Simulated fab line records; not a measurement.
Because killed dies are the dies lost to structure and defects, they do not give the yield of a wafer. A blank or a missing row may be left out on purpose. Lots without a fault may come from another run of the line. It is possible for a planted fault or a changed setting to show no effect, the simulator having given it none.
Split-lot study    flow rit-cmos    on a route of 202 steps: 5 lots, 23 wafers read

THE SPLIT
At RIT_SPACER_CVD_03 (deposits Si3N4 from SiH2Cl2/NH3, target thk 250 nm, time 3300 s), the setting temp-c was moved away from the recipe's 810 C on 20 of the 23 wafers read, by -1.2% to +2.6%. This setting was run at the recipe's value on the other wafers.

THE PATH FROM SPLIT TO READING: the file shows 1 step between them
- RIT_SPACER_THK_MEAS_04

THE READING
oes-product-au, in a.u., at RIT_SPACER_ETCHBACK_05 (etches Si3N4 in SF6/CHF3, stops on SiO2, target depth 250 nm, time 240 s). Fault-free wafers of this fab line usually give 0.844 a.u., standard deviation 0.0084 a.u.

wafer   tool, chamber at the split  temp-c as run, C  against the recipe  oes-product-au, a.u.  against lot-mates on the recipe
L074.1  -, -                        820               +1.2%               0.960                 no lot-mate on the recipe
L074.2  -, -                        820               +1.2%               0.966                 no lot-mate on the recipe
L074.4  -, -                        820               +1.2%               0.952                 no lot-mate on the recipe
L074.5  -, -                        820               +1.2%               0.954                 no lot-mate on the recipe
L074.6  -, -                        820               +1.2%               0.971                 no lot-mate on the recipe
L075.1  -, -                        800               -1.2%               0.745                 no lot-mate on the recipe
L075.2  -, -                        800               -1.2%               0.738                 no lot-mate on the recipe
L075.3  -, -                        800               -1.2%               0.735                 no lot-mate on the recipe
L075.4  -, -                        800               -1.2%               0.747                 no lot-mate on the recipe
L075.6  -, -                        800               -1.2%               0.742                 no lot-mate on the recipe
L080.4  lpcvd-01, 0                 810               recipe              0.848                 -
L080.5  lpcvd-01, 0                 810               recipe              0.850                 -
L080.6  lpcvd-01, 0                 810               recipe              0.858                 -
L081.1  -, -                        831               +2.6%               1.050                 no lot-mate on the recipe
L081.2  -, -                        831               +2.6%               1.015                 no lot-mate on the recipe
L081.3  -, -                        831               +2.6%               0.996                 no lot-mate on the recipe
L081.4  -, -                        831               +2.6%               1.015                 no lot-mate on the recipe
L081.5  -, -                        831               +2.6%               1.018                 no lot-mate on the recipe
L085.1  -, -                        802.4             -0.9%               0.765                 no lot-mate on the recipe
L085.2  -, -                        802.4             -0.9%               0.772                 no lot-mate on the recipe
L085.3  -, -                        802.4             -0.9%               0.765                 no lot-mate on the recipe
L085.5  -, -                        802.4             -0.9%               0.768                 no lot-mate on the recipe
L085.6  -, -                        802.4             -0.9%               0.760                 no lot-mate on the recipe

FIT RESULTS
A straight line over all 23 wafers: oes-product-au changes by +0.0751 a.u. for each +1% of temp-c; r = +0.99; the points scatter about the line by 0.019 a.u.
Too few moved wafers with a lot-mate on the recipe to fit a line net of each lot's own level.

THE WHOLE CHAIN: every reading that the file lists as answering this split, in the file's order
step                    what it does                                                              reading                                                                         change (the file's fit)                   r (the file's)
RIT_SPACER_CVD_03       deposits Si3N4 from SiH2Cl2/NH3, target thk 250 nm, time 3300 s           Si3N4_of_SPACER_CVD_03.thk-nm (the simulator's own value, which no gauge read)  +39.5 nm for each +1% of the setting      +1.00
RIT_SPACER_THK_MEAS_04                                                                            SPACER_NITRIDE_THK                                                              +39.5 for each +1% of the setting         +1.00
RIT_SPACER_ETCHBACK_05  etches Si3N4 in SF6/CHF3, stops on SiO2, target depth 250 nm, time 240 s  oes-product-au                                                                  +0.0751 a.u. for each +1% of the setting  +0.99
RIT_SPACER_ETCHBACK_05  etches Si3N4 in SF6/CHF3, stops on SiO2, target depth 250 nm, time 240 s  Si3N4_of_SPACER_CVD_03.thk-nm (the simulator's own value, which no gauge read)  +30.6 nm for each +1% of the setting      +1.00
RIT_SPACER_ETCHBACK_05  etches Si3N4 in SF6/CHF3, stops on SiO2, target depth 250 nm, time 240 s  etch.depth-nm (the simulator's own value, which no gauge read)                  +31.1 nm for each +1% of the setting      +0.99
RIT_M1_PROBE_99                                                                                   etest.pplus-sal.width-nm (the simulator's own value, which no gauge read)       -65.3 nm for each +1% of the setting      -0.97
RIT_M1_PROBE_99                                                                                   etest.nplus-sal.width-nm (the simulator's own value, which no gauge read)       -64.4 nm for each +1% of the setting      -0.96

FILE'S OWN FIT
oes-product-au changes by +0.0751 a.u. for each +1% of temp-c, r = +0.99.
